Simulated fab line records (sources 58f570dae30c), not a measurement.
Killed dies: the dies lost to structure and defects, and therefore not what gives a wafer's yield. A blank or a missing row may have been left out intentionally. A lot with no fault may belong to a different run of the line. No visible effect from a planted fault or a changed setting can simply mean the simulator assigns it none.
fab line records	flow berkeley-cmos170	part 1 of 2: steps 1 to 30 of 40
record: lots: 5	wafers: 15	last-day: 11
route steps=331 shown BACKSIDE@203 SDANNEAL@204 PSD@206 NSD@207 PLDD@208 NLDD@209 SILICIDE@210 CONTACT@216 M1@238
lots that met no fault: taken from a fault-free run of the same line
start-h: start of the lot's first displayed wafer, in hours after the record's first day	wait-h: time in hours since the lot's previous step	" the same as in the row above	L1.1+2: several wafers, shown together as one row	- no value, or no start was given	* or withheld: withheld	< > ~ a bound
route shown NAME@n: names a module that has steps shown in the file, with the first one's number in the route	usual: average and standard deviation across the fault-free wafers	same: alike in all rows	chamber/n: place in a boat	sites: the reading at each site	_std_site: the standard deviation of these	_edge_site: mean of outer sites minus mean of inner sites	radius-mm: how far each site lies from the wafer's centre	mask NAME#n: copy n	behind: tool/chamber where the wafer was last shaped	hold: what put the lot on hold/how long, in hours/how the hold closed	device: names the non-switching transistor (n, p or np)	end of line: the route-end tests of the same wafers	a step given without rows: its recipe and nothing more	killed: count of dies lost to structure and defects at first sort (not the wafer's yield)	map: per-die view of a wafer (x killed, . not killed, _ where there is no die)
set.NAME: the setting the step ran with; set.NAME@STEP: the setting that earlier step ran with	model.NAME: the simulator's own value behind a step, which no gauge read
lots at selected steps of the route; one table per step, one row per wafer
services: a tool's chamber out of use, with start hour (start-h, from the record's first day; less than 0 if before it), hours out, and reason
== steps ==
step: UCB170_BACKSIDE_CLEAN_04
recipe: chemistry: SPM	temp-c: 120	time-s: 600
lot.wafer	tool	chamber	start-h	wait-h
L074.2+3+6	wet-bench-02	0	134.13	0.1
L086.1+4+5	wet-bench-02	1	205.27	0.1
L094.1+3+6	wet-bench-04	3	240.36	0.1
L093.1+2+3	wet-bench-02	2	240.66	0.1
L095.2+4+5	wet-bench-02	3	248.80	0.1
step: UCB170_SDANNEAL_RTA_00
recipe: temp-c: 900	time-s: 10	ambient: N2
usual: anneal-temp-c-max: 904.0/1.2	lamp-power-pct: 23.5/2	wafer_temp_C_max: 903.8/0.83
lot.wafer	tool	chamber	start-h	wait-h	anneal-temp-c-max	lamp-power-pct	wafer_temp_C_max
L074.2	rtp-anneal-01	0	134.32	0.0	904.6	21.8	903.0
L074.3	"	0	"	"	905.1	21.8	903.6
L074.6	"	0	"	"	903.3	21.8	904.6
L086.1	rtp-anneal-02	0	205.44	0.0	905.8	25.8	904.2
L086.4	"	0	"	"	904.0	25.8	903.8
L086.5	"	0	"	"	904.9	25.8	902.9
L094.1	rtp-anneal-01	0	240.53	0.0	903.0	21.8	905.1
L094.3	"	0	"	"	903.4	21.8	903.1
L094.6	"	0	"	"	902.2	21.8	903.5
L093.1	rtp-anneal-02	0	240.85	0.0	905.2	25.8	904.7
L093.2	"	0	"	"	904.7	25.8	903.1
L093.3	"	0	"	"	906.0	25.9	903.5
L095.2	rtp-anneal-01	0	249.01	0.0	903.4	21.8	903.7
L095.4	"	0	"	"	903.9	21.8	904.7
L095.5	"	0	"	"	904.1	21.8	904.8
step: UCB170_SDANNEAL_RTA_01
recipe: temp-c: 1050	time-s: 5	ambient: N2
usual: anneal-temp-c-max: 1054.6/1.2	lamp-power-pct: 36/3.1	wafer_temp_C_max: 1054.4/0.84
lot.wafer	tool	chamber	start-h	wait-h	anneal-temp-c-max	lamp-power-pct	wafer_temp_C_max
L074.2	rtp-anneal-01	0	134.38	0.1	1053.4	34	1055.0
L074.3	"	0	"	"	1054.2	34	1055.1
L074.6	"	0	"	"	1052.7	34	1054.4
L086.1	rtp-anneal-02	0	205.51	0.1	1055.7	40	1056.6
L086.4	"	0	"	"	1057.0	40	1053.5
L086.5	"	0	"	"	1054.7	40	1053.9
L094.1	rtp-anneal-01	0	240.60	0.1	1053.4	34	1053.6
L094.3	"	0	"	"	1052.5	34	1054.6
L094.6	"	0	"	"	1053.0	34	1055.9
L093.1	rtp-anneal-02	0	240.91	0.1	1056.4	40	1053.3
L093.2	"	0	"	"	1054.2	40	1054.1
L093.3	"	0	"	"	1054.6	40	1053.8
L095.2	rtp-anneal-01	0	249.08	0.1	1053.8	34	1053.2
L095.4	"	0	"	"	1053.3	34	1054.6
L095.5	"	0	"	"	1053.9	34	1053.9
step: UCB170_SDANNEAL_RS_MEAS_02
recipe: thk-meas-gauge: four-point-probe
usual: PSD_RS: 75.6/0.36
lot.wafer	tool	chamber	start-h	wait-h	PSD_RS[ohm/sq]
L074.2	film-metro-02	-	134.45	0.1	75.7
L074.3	"	-	"	"	75.3
L074.6	"	-	"	"	75.5
L086.1	film-metro-01	-	205.57	0.0	75.9
L086.4	"	-	"	"	75.9
L086.5	"	-	"	"	75.9
L094.1	film-metro-01	-	240.66	0.0	76.0
L094.3	"	-	"	"	76.1
L094.6	"	-	"	"	75.2
L093.1	film-metro-04	-	240.97	0.0	75.9
L093.2	"	-	"	"	76.1
L093.3	"	-	"	"	75.9
L095.2	film-metro-04	-	249.15	0.1	75.4
L095.4	"	-	"	"	75.7
L095.5	"	-	"	"	75.6
step: UCB170_SDANNEAL_RS_MEAS_03
recipe: thk-meas-gauge: four-point-probe
usual: NSD_RS: 37.30/0.082
lot.wafer	tool	chamber	start-h	wait-h	NSD_RS[ohm/sq]
L074.2	film-metro-02	-	134.57	0.1	37.45
L074.3	"	-	"	"	37.30
L074.6	"	-	"	"	37.32
L086.1	film-metro-01	-	205.69	0.1	37.26
L086.4	"	-	"	"	37.29
L086.5	"	-	"	"	37.22
L094.1	film-metro-01	-	240.78	0.1	37.37
L094.3	"	-	"	"	37.42
L094.6	"	-	"	"	37.21
L093.1	film-metro-04	-	241.09	0.1	37.35
L093.2	"	-	"	"	37.48
L093.3	"	-	"	"	37.47
L095.2	film-metro-04	-	249.27	0.1	37.37
L095.4	"	-	"	"	37.36
L095.5	"	-	"	"	37.34
step: UCB170_SDANNEAL_RS_MEAS_04
recipe: thk-meas-gauge: four-point-probe
usual: PLDD_RS: 1031.1/2.7
lot.wafer	tool	chamber	start-h	wait-h	PLDD_RS[ohm/sq]
L074.2	film-metro-02	-	134.69	0.1	1033.7
L074.3	"	-	"	"	1032.7
L074.6	"	-	"	"	1034.2
L086.1	film-metro-01	-	205.81	0.1	1035.7
L086.4	"	-	"	"	1032.1
L086.5	"	-	"	"	1034.7
L094.1	film-metro-01	-	240.90	0.1	1035.3
L094.3	"	-	"	"	1034.0
L094.6	"	-	"	"	1034.2
L093.1	film-metro-04	-	241.21	0.1	1032.1
L093.2	"	-	"	"	1032.0
L093.3	"	-	"	"	1032.3
L095.2	film-metro-04	-	249.39	0.1	1030.8
L095.4	"	-	"	"	1025.1
L095.5	"	-	"	"	1031.2
step: UCB170_SDANNEAL_RS_MEAS_05
recipe: thk-meas-gauge: four-point-probe
usual: NLDD_RS: 616.5/1.4
lot.wafer	tool	chamber	start-h	wait-h	NLDD_RS[ohm/sq]
L074.2	film-metro-02	-	134.81	0.1	616.5
L074.3	"	-	"	"	614.7
L074.6	"	-	"	"	614.8
L086.1	film-metro-01	-	205.93	0.1	615.0
L086.4	"	-	"	"	613.9
L086.5	"	-	"	"	615.2
L094.1	film-metro-01	-	241.02	0.1	616.0
L094.3	"	-	"	"	616.1
L094.6	"	-	"	"	615.8
L093.1	film-metro-04	-	241.33	0.1	618.1
L093.2	"	-	"	"	616.1
L093.3	"	-	"	"	619.3
L095.2	film-metro-04	-	249.51	0.1	614.9
L095.4	"	-	"	"	614.0
L095.5	"	-	"	"	613.8
step: UCB170_SILICIDE_PRE_CLEAN_00
recipe: gas: Ar	preclean-etch-time-s: 60
lot.wafer	tool	chamber	start-h	wait-h
L074.2+3+6	pvd-sputter-04	-	134.91	0.1
L086.1+4+5	pvd-sputter-02	-	206.05	0.1
L094.1+3+6	pvd-sputter-04	-	241.14	0.1
L093.1+2+3	pvd-sputter-02	-	241.45	0.1
L095.2+4+5	pvd-sputter-02	-	249.61	0.1
step: UCB170_SILICIDE_SPUTTER_01
recipe: material: Ti	target-thk-nm: 30	time-s: 25	power-w: 1500	chamber-pressure-pa: 0.5
usual: throttle-valve-pct: 30.0/1.1
lot.wafer	tool	chamber	start-h	wait-h	throttle-valve-pct
L074.2	pvd-sputter-04	-	134.98	0.0	29.7
L074.3	"	-	"	"	29.0
L074.6	"	-	"	"	28.7
L086.1	pvd-sputter-02	-	206.12	0.0	31.9
L086.4	"	-	"	"	29.1
L086.5	"	-	"	"	31.4
L094.1	pvd-sputter-04	-	241.20	0.0	28.9
L094.3	"	-	"	"	30.6
L094.6	"	-	"	"	29.9
L093.1	pvd-sputter-02	-	241.52	0.0	32.0
L093.2	"	-	"	"	29.2
L093.3	"	-	"	"	31.4
L095.2	pvd-sputter-02	-	249.68	0.0	31.1
L095.4	"	-	"	"	28.8
L095.5	"	-	"	"	31.1
step: UCB170_SILICIDE_RS_MEAS_02
recipe: thk-meas-gauge: four-point-probe	reads: Ti_of_SILICIDE_SPUTTER_01
usual: SILICIDE_TI_RS: 26.0/0.34
lot.wafer	tool	chamber	start-h	wait-h	SILICIDE_TI_RS[ohm/sq]
L074.2	film-metro-04	-	135.06	0.1	26.0
L074.3	"	-	"	"	25.7
L074.6	"	-	"	"	26.0
L086.1	film-metro-04	-	206.15	0.0	25.9
L086.4	"	-	"	"	25.5
L086.5	"	-	"	"	26.2
L094.1	film-metro-03	-	241.23	0.0	25.5
L094.3	"	-	"	"	26.0
L094.6	"	-	"	"	25.7
L093.1	film-metro-01	-	241.55	0.0	25.8
L093.2	"	-	"	"	26.4
L093.3	"	-	"	"	26.7
L095.2	film-metro-01	-	249.73	0.0	26.6
L095.4	"	-	"	"	26.1
L095.5	"	-	"	"	26.3
step: UCB170_SILICIDE_THK_MEAS_03
recipe: thk-meas-gauge: xrf	reads: Ti_of_SILICIDE_SPUTTER_01
usual: SILICIDE_TI_THK: 30.0/0.36
lot.wafer	tool	chamber	start-h	wait-h	SILICIDE_TI_THK[nm]
L074.2	film-metro-04	-	135.17	0.1	29.8
L074.3	"	-	"	"	30.2
L074.6	"	-	"	"	29.9
L086.1	film-metro-04	-	206.27	0.1	29.9
L086.4	"	-	"	"	30.3
L086.5	"	-	"	"	29.7
L094.1	film-metro-03	-	241.35	0.1	30.5
L094.3	"	-	"	"	30.0
L094.6	"	-	"	"	30.4
L093.1	film-metro-01	-	241.67	0.1	30.0
L093.2	"	-	"	"	29.4
L093.3	"	-	"	"	29.2
L095.2	film-metro-01	-	249.84	0.1	29.3
L095.4	"	-	"	"	29.8
L095.5	"	-	"	"	29.4
step: UCB170_SILICIDE_RTA_04
recipe: temp-c: 650	time-s: 15	ambient: N2
usual: anneal-temp-c-max: 653.0/0.9	lamp-power-pct: 10.2/0.86	wafer_temp_C_max: 652.7/0.53
lot.wafer	tool	chamber	start-h	wait-h	anneal-temp-c-max	lamp-power-pct	wafer_temp_C_max
L074.2	rtp-anneal-02	0	135.23	0.1	652.6	11.1	652.4
L074.3	"	0	"	"	655.1	11.1	652.7
L074.6	"	0	"	"	653.5	11.1	652.7
L086.1	rtp-anneal-01	0	206.33	0.1	652.0	9.4	653.3
L086.4	"	0	"	"	651.9	9.4	652.4
L086.5	"	0	"	"	651.9	9.4	652.6
L094.1	rtp-anneal-01	0	241.41	0.1	652.4	9.3	652.8
L094.3	"	0	"	"	652.5	9.3	654.1
L094.6	"	0	"	"	651.9	9.3	652.3
L093.1	rtp-anneal-02	0	241.73	0.1	654.9	11.1	653.4
L093.2	"	0	"	"	655.9	11.1	653.0
L093.3	"	0	"	"	654.2	11.1	652.2
L095.2	rtp-anneal-01	0	249.90	0.1	652.4	9.4	652.7
L095.4	"	0	"	"	652.4	9.4	653.1
L095.5	"	0	"	"	652.0	9.3	652.2
step: UCB170_SILICIDE_WET_ETCH_05
recipe: chemistry: SPM	time-s: 45	temp-c: 120	target: Ti
lot.wafer	tool	chamber	start-h	wait-h
L074.2+3+6	wet-bench-02	2	135.31	0.1
L086.1+4+5	wet-bench-02	0	206.40	0.1
L094.1+3+6	wet-bench-03	1	241.49	0.1
L093.1+2+3	wet-bench-02	1	241.80	0.1
L095.2+4+5	wet-bench-02	0	249.96	0.1
step: UCB170_CONTACT_CLEAN_00
recipe: chemistry: SPM	temp-c: 120	time-s: 600
lot.wafer	tool	chamber	start-h	wait-h
L074.2+3+6	wet-bench-02	2	135.50	0.2
L086.1+4+5	wet-bench-02	2	206.42	0.0
L094.1+3+6	wet-bench-01	1	241.51	0.0
L093.1+2+3	wet-bench-02	3	241.83	0.0
L095.2+4+5	wet-bench-02	2	249.99	0.0
step: UCB170_CONTACT_CVD_01
recipe: material: PSG	target-thk-nm: 700	temp-c: 450	precursor: SiH4/O2/PH3	time-s: 2820	pressure-mtorr: 300	sih4-flow-sccm: 60	o2-flow-sccm: 90	ph3-flow-sccm: 25
lot.wafer	tool	chamber	start-h	wait-h
L074.2+3+6	lpcvd-01	1	135.68	0.0
L086.1+4+5	lpcvd-02	1	207.39	0.8
L093.1+2+3	lpcvd-01	1	244.49	2.5
L094.1+3+6	lpcvd-01	0	244.49	2.8
L095.2+4+5	lpcvd-02	0	251.02	0.8
step: UCB170_CONTACT_THK_MEAS_02
recipe: reads: PSG_of_CONTACT_CVD_01
usual: CONTACT_PSG_THK: 703/9.8
lot.wafer	tool	chamber	start-h	wait-h	CONTACT_PSG_THK[nm]
L074.2	film-metro-02	-	137.47	0.0	699
L074.3	"	-	"	"	697
L074.6	"	-	"	"	695
L086.1	film-metro-03	-	209.17	0.0	709
L086.4	"	-	"	"	715
L086.5	"	-	"	"	709
L093.1	film-metro-03	-	246.29	0.0	690
L093.2	"	-	"	"	693
L093.3	"	-	"	"	686
L094.1	film-metro-04	-	246.29	0.0	720
L094.3	"	-	"	"	726
L094.6	"	-	"	"	718
L095.2	film-metro-04	-	252.81	0.0	702
L095.4	"	-	"	"	706
L095.5	"	-	"	"	704
step: UCB170_CONTACT_HMDS_03
recipe: prime-time-s: 60	prime-temp-c: 100
same: prime-time-s: 60
lot.wafer	tool	chamber	start-h	wait-h
L074.2+3+6	litho-track-01	0	137.55	0.1
L086.1+4+5	litho-track-04	0	209.23	0.1
L093.1+2+3	litho-track-01	0	246.41	0.1
L094.1+3+6	litho-track-04	0	246.59	0.3
L095.2+4+5	litho-track-04	0	252.89	0.1
step: UCB170_CONTACT_COAT_04
recipe: resist: KrF	spin-rpm: 1500	resist-thk-nm: 900
lot.wafer	tool	chamber	start-h	wait-h
L074.2+3+6	litho-track-01	0	137.70	0.1
L086.1+4+5	litho-track-04	0	209.38	0.1
L093.1+2+3	litho-track-01	0	246.56	0.1
L094.1+3+6	litho-track-04	0	246.74	0.1
L095.2+4+5	litho-track-04	0	253.04	0.1
step: UCB170_CONTACT_SOFTBAKE_05
recipe: resist: KrF	temp-c: 130	time-s: 60
usual: heater-power-total-W: 56.80/0.044
lot.wafer	tool	chamber	start-h	wait-h	heater-power-total-W
L074.2	litho-track-01	0	137.85	0.1	56.82
L074.3	"	0	"	"	56.82
L074.6	"	0	"	"	56.79
L086.1	litho-track-04	0	209.53	0.1	56.81
L086.4	"	0	"	"	56.84
L086.5	"	0	"	"	56.80
L093.1	litho-track-01	0	246.71	0.1	56.89
L093.2	"	0	"	"	56.82
L093.3	"	0	"	"	56.74
L094.1	litho-track-04	0	246.89	0.1	56.79
L094.3	"	0	"	"	56.81
L094.6	"	0	"	"	56.71
L095.2	litho-track-04	0	253.19	0.1	56.78
L095.4	"	0	"	"	56.78
L095.5	"	0	"	"	56.78
step: UCB170_CONTACT_STRIP_06
recipe: chemistry: O2	power-w: 400	pressure-mtorr: 3500	platen-temp-c: withheld	o2-flow-sccm: 400	overash-fraction: 0.5
usual: drypump-motor-current-A: 5.9/0.31	oes-product-au: 0.734/0.0043	strip-time-to-endpoint-s: 21.97/0.069
lot.wafer	tool	chamber	start-h	wait-h	drypump-motor-current-A	oes-product-au	rf-hours-counter-h	strip-time-to-endpoint-s
L074.2	plasma-asher-03	1	137.97	0.1	6.4	0.729	44	21.99
L074.3	"	1	"	"	6.4	0.736	-	21.96
L074.6	"	0	"	"	5.6	0.733	-	21.98
L086.1	plasma-asher-03	0	209.68	0.1	5.7	0.737	52	22.02
L086.4	"	1	"	"	6.4	0.732	-	22.01
L086.5	"	0	"	"	5.6	0.738	-	22.06
L093.1	plasma-asher-02	0	246.86	0.1	5.8	0.727	15	21.94
L093.2	"	1	"	"	5.8	0.726	15	21.91
L093.3	"	0	"	"	5.8	0.730	-	21.96
L094.1	plasma-asher-03	0	247.04	0.1	5.6	0.740	57	22.01
L094.3	"	0	"	"	5.6	0.735	-	22.01
L094.6	"	1	"	"	6.4	0.730	-	21.97
L095.2	plasma-asher-02	0	253.31	0.1	5.8	0.735	16	22.01
L095.4	"	0	"	"	5.8	0.732	-	21.97
L095.5	"	0	"	"	5.8	0.729	-	21.97
step: UCB170_CONTACT_CLEAN_07
recipe: chemistry: SPM	temp-c: 120	time-s: 600
lot.wafer	tool	chamber	start-h	wait-h
L074.2+3+6	wet-bench-02	2	138.30	0.3
L086.1+4+5	wet-bench-01	0	209.78	0.1
L093.1+2+3	wet-bench-03	0	246.96	0.1
L094.1+3+6	wet-bench-02	3	247.14	0.1
L095.2+4+5	wet-bench-02	3	253.50	0.2
step: UCB170_CONTACT_RTA_08
recipe: temp-c: 900	time-s: 10	ambient: N2
usual: anneal-temp-c-max: 904.4/1.1	lamp-power-pct: 24.1/2	wafer_temp_C_max: 903.9/0.73
lot.wafer	tool	chamber	start-h	wait-h	anneal-temp-c-max	lamp-power-pct	wafer_temp_C_max
L074.2	rtp-anneal-01	0	138.49	0.0	903.4	21.8	903.7
L074.3	"	0	"	"	904.1	21.8	905.0
L074.6	"	0	"	"	903.8	21.8	905.0
L086.1	rtp-anneal-02	0	209.99	0.0	904.2	25.8	903.1
L086.4	"	0	"	"	905.6	25.8	903.4
L086.5	"	0	"	"	903.8	25.8	903.3
L093.1	rtp-anneal-02	0	247.14	0.0	905.8	25.8	902.8
L093.2	"	0	"	"	906.2	25.8	903.4
L093.3	"	0	"	"	904.6	25.9	903.1
L094.1	rtp-anneal-01	0	247.33	0.0	903.0	21.8	902.9
L094.3	"	0	"	"	904.7	21.8	903.5
L094.6	"	0	"	"	903.7	21.8	902.2
L095.2	rtp-anneal-01	0	253.72	0.0	903.1	21.8	903.7
L095.4	"	0	"	"	902.3	21.8	903.3
L095.5	"	0	"	"	903.2	21.8	903.7
step: UCB170_CONTACT_COAT_09
recipe: resist: BARC	temp-c: withheld	time-s: withheld	spin-rpm: 3000	resist-thk-nm: withheld
lot.wafer	tool	chamber	start-h	wait-h
L074.2+3+6	litho-track-01	0	138.57	0.1
L086.1+4+5	litho-track-03	0	210.06	0.1
L093.1+2+3	litho-track-03	0	247.73	0.6
L094.1+3+6	litho-track-04	0	247.77	0.4
L095.2+4+5	litho-track-03	0	253.80	0.1
step: UCB170_CONTACT_COAT_10
recipe: resist: KrF	spin-rpm: 1500	resist-thk-nm: 900
lot.wafer	tool	chamber	start-h	wait-h
L074.2+3+6	litho-track-01	0	-	-
L086.1+4+5	litho-track-03	0	-	-
L093.1+2+3	litho-track-03	0	-	-
L094.1+3+6	litho-track-04	0	-	-
L095.2+4+5	litho-track-03	0	-	-
step: UCB170_CONTACT_SOFTBAKE_11
recipe: resist: KrF	temp-c: 130	time-s: 60
usual: heater-power-total-W: 56.79/0.046
lot.wafer	tool	chamber	start-h	wait-h	heater-power-total-W
L074.2	litho-track-01	0	-	-	56.80
L074.3	"	0	"	"	56.82
L074.6	"	0	"	"	56.74
L086.1	litho-track-03	0	-	-	56.70
L086.4	"	0	"	"	56.84
L086.5	"	0	"	"	56.79
L093.1	litho-track-03	0	-	-	56.79
L093.2	"	0	"	"	56.81
L093.3	"	0	"	"	56.81
L094.1	litho-track-04	0	-	-	56.84
L094.3	"	0	"	"	56.82
L094.6	"	0	"	"	56.82
L095.2	litho-track-03	0	-	-	56.79
L095.4	"	0	"	"	56.81
L095.5	"	0	"	"	56.76
step: UCB170_CONTACT_EXPOSE_12
recipe: mask-id: CONT	target-cd-nm: 700	na: 0.5	sigma-outer: 0.6	source-shape: conventional	dose-mj: 35
lot.wafer	tool	chamber	start-h	wait-h	mask
L074.2+3+6	krf-scanner-01	0	139.14	-	CONT#0
L086.1+4+5	krf-scanner-01	0	210.51	-	CONT#0
L093.1+2+3	krf-scanner-02	0	248.31	-	CONT#0
L094.1+3+6	krf-scanner-02	0	248.43	-	CONT#0
L095.2+4+5	krf-scanner-01	0	254.45	-	CONT#0
step: UCB170_CONTACT_PEB_13
recipe: peb-temp-c: 130	peb-time-s: withheld	resist: KrF
usual: heater-power-total-W: 56.80/0.046
lot.wafer	tool	chamber	start-h	wait-h	heater-power-total-W
L074.2	litho-track-03	0	139.26	0.1	56.80
L074.3	"	0	"	"	56.77
L074.6	"	0	"	"	56.83
L086.1	litho-track-04	0	211.05	0.5	56.77
L086.4	"	0	"	"	56.80
L086.5	"	0	"	"	56.87
L093.1	litho-track-01	0	248.76	0.4	56.80
L093.2	"	0	"	"	56.81
L093.3	"	0	"	"	56.84
L094.1	litho-track-03	0	248.91	0.5	56.84
L094.3	"	0	"	"	56.84
L094.6	"	0	"	"	56.79
L095.2	litho-track-04	0	254.97	0.5	56.84
L095.4	"	0	"	"	56.74
L095.5	"	0	"	"	56.78
step: UCB170_CONTACT_DEVELOP_14
recipe: developer: TMAH	develop-time-s: 45	resist: KrF	dev-temp-c: 21
lot.wafer	tool	chamber	start-h	wait-h
L074.2+3+6	litho-track-03	0	-	-
L086.1+4+5	litho-track-04	0	-	-
L093.1+2+3	litho-track-01	0	-	-
L094.1+3+6	litho-track-03	0	-	-
L095.2+4+5	litho-track-04	0	-	-
step: UCB170_CONTACT_CD_MEAS_15
recipe: target-cd-nm: 700
usual: cd-nm: 700.0/1.2
lot.wafer	tool	chamber	start-h	wait-h	cd-nm
L074.2	cd-sem-02	-	139.53	-	699.8
L074.3	"	-	"	"	699.9
L074.6	"	-	"	"	698.7
L086.1	cd-sem-01	-	211.32	-	701.3
L086.4	"	-	"	"	701.2
L086.5	"	-	"	"	701.3
L093.1	cd-sem-02	-	249.04	-	701.6
L093.2	"	-	"	"	699.5
L093.3	"	-	"	"	700.2
L094.1	cd-sem-01	-	249.18	-	699.2
L094.3	"	-	"	"	697.9
L094.6	"	-	"	"	699.5
L095.2	cd-sem-01	-	255.24	-	700.4
L095.4	"	-	"	"	699.6
L095.5	"	-	"	"	698.6
step: UCB170_CONTACT_OVL_MEAS_16
usual: CONTACT_OVL: -2/5.3
lot.wafer	tool	chamber	start-h	wait-h	CONTACT_OVL[nm]
L074.2	overlay-02	-	139.63	0.1	-5
L074.3	"	-	"	"	-8
L074.6	"	-	"	"	-9
L086.1	overlay-01	-	211.44	0.1	-4
L086.4	"	-	"	"	-1
L086.5	"	-	"	"	-3
L093.1	overlay-02	-	249.16	0.1	11
L093.2	"	-	"	"	3
L093.3	"	-	"	"	11
L094.1	overlay-02	-	249.30	0.1	-1
L094.3	"	-	"	"	-10
L094.6	"	-	"	"	-4
L095.2	overlay-02	-	255.35	0.1	5
L095.4	"	-	"	"	2
L095.5	"	-	"	"	4
